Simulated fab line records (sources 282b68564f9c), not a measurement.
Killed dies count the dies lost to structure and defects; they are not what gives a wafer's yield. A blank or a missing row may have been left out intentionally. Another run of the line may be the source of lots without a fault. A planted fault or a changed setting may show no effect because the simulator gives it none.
Lot-split experiment	flow rit-cmos	on a route of 202 steps: 4 lots, 18 wafers read

== ABOUT THE SPLIT ==
At RIT_GATE_DEVELOP_15 (develop time 50 s), the setting dev-temp-c was moved away from the recipe's 23 C on 7 of the 18 wafers read, by -12.0% to -4.1%. This setting was run at the recipe's value on the other wafers.

== FROM THE SPLIT TO THE READING: what the file shows between them, 4 steps ==
- RIT_NLDD_COAT_01: resist thk 1000 nm (also split here: resist-thk-nm)
- RIT_NLDD_DEVELOP_05: develop time 50 s (also split here: develop-time-s)
- RIT_NLDD_HARDBAKE_07: time 60 s
- RIT_NSD_IMPLANT_08 (also split here: energy-kev)

== THE READING ==
etest.pmos_0p15.drive-ua-um (the simulator's own value, which no gauge read), at RIT_M1_PROBE_99. No usual value for it is given in the file. Across the 11 wafers here that went through the recipe, the average is 244.5 and the standard deviation 28.

wafer	tool, chamber at the split	dev-temp-c as run, C	against the recipe	etest.pmos_0p15.drive-ua-um	against lot-mates on the recipe
L076.1	litho-track-02, 0	23	recipe	242.9	-
L076.2	litho-track-02, 0	23	recipe	239.2	-
L076.6	litho-track-02, 0	23	recipe	241.1	-
L077.2	litho-track-04, 0	21.83	-5.1%	226.7	+21.5
L077.3	litho-track-04, 0	23	recipe	206.7	-
L077.4	litho-track-04, 0	23	recipe	201.9	-
L077.5	litho-track-04, 0	23	recipe	206.9	-
L077.6	litho-track-04, 0	21.83	-5.1%	231	+25.8
L079.2	litho-track-04, 0	23	recipe	256.5	-
L079.3	litho-track-04, 0	23	recipe	262.3	-
L079.4	litho-track-04, 0	20.25	-12.0%	306.5	+45.5
L079.5	litho-track-04, 0	23	recipe	264.1	-
L079.6	litho-track-04, 0	20.25	-12.0%	318.1	+57.1
L080.1	litho-track-01, 0	23	recipe	283	-
L080.2	litho-track-01, 0	22.05	-4.1%	301.1	+17.0
L080.4	litho-track-01, 0	22.05	-4.1%	289.8	+5.7
L080.5	litho-track-01, 0	23	recipe	285.2	-
L080.6	litho-track-01, 0	22.05	-4.1%	296.8	+12.7

THE FIT
A straight line over all 18 wafers: etest.pmos_0p15.drive-ua-um changes by -5.32 for each +1% of dev-temp-c; r = -0.58; the points scatter about the line by 31.
The same after taking each lot's own level away (the mean of its wafers on the recipe; 18 wafers): -4.23 for each +1%; r = -0.97; scatter 4.3.
That fit puts the effect of the largest move of dev-temp-c on the reading at 51.
The span of the lots' own levels, 205.17 to 284.10, comes to 2.8 times the standard deviation stated above.
So the lot-to-lot level blurs the effect unless lot-mates are compared.
Check: +52.6 against its lot-mates is what the line predicts for one of the wafers moved furthest among these (-12.0%) when that wafer is left out of the fit. It came out at +45.5 against them.

== FURTHER SPLITS ON THESE WAFERS ==
These wafers also went through other splits before the reading. Each is held against what the fit with the lots' levels taken away leaves over:
other split on the same wafers	wafers away from the commonest value	r with etest.pmos_0p15.drive-ua-um (lot level and that fit taken away)
RIT_ACTIVE_OXIDATION_01 ox-time-s	10	-0.09
RIT_ACTIVE_CVD_03 time-s	10	-0.25
RIT_ACTIVE_ETCH_13 pressure-mtorr	10	+0.33
RIT_FOX1_OXIDATION_00 ox-time-s	10	-0.30
RIT_NWELL_IMPLANT_08 energy-kev	3	+0.11
RIT_PWELL_SOFTBAKE_02 temp-c	7	+0.16
RIT_NRETRO_COAT_01 spin-rpm	2	+0.15
RIT_NRETRO_IMPLANT_08 dose-cm2	7	-0.11
RIT_GATE_OXIDATION_05 temp-c	10	+0.37
RIT_NLDD_COAT_01 resist-thk-nm	7	+0.07
RIT_NLDD_DEVELOP_05 develop-time-s	3	-0.11
RIT_NSD_IMPLANT_08 energy-kev	7	+0.31

== THE WHOLE CHAIN: every reading that the file lists as answering this split, in the file's order ==
step	what it does	reading	change (the file's fit)	r (the file's)
RIT_M1_PROBE_99		etest.pmos_0p15.r-on-ohm-um (the simulator's own value, which no gauge read)	+34.5 for each +1% of the setting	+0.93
RIT_M1_PROBE_99		etest.pmos-turned.r-on-ohm-um (the simulator's own value, which no gauge read)	+32.8 for each +1% of the setting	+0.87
RIT_M1_PROBE_99		etest.pmos_0p3.r-on-ohm-um (the simulator's own value, which no gauge read)	+35.3 for each +1% of the setting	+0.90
RIT_M1_PROBE_99		etest.nmos_0p3.r-on-ohm-um (the simulator's own value, which no gauge read)	+9.13 for each +1% of the setting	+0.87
RIT_M1_PROBE_99		etest.nmos_0p15.r-on-ohm-um (the simulator's own value, which no gauge read)	+8.93 for each +1% of the setting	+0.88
RIT_M1_PROBE_99		etest.nmos_0p15.drive-ua-um (the simulator's own value, which no gauge read)	-6.97 for each +1% of the setting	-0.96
RIT_M1_PROBE_99		etest.pmos_0p15.drive-ua-um (the simulator's own value, which no gauge read)	-4.21 for each +1% of the setting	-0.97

== THE FILE'S OWN FIT ==
etest.pmos_0p15.drive-ua-um changes by -4.21 for each +1% of dev-temp-c, r = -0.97.
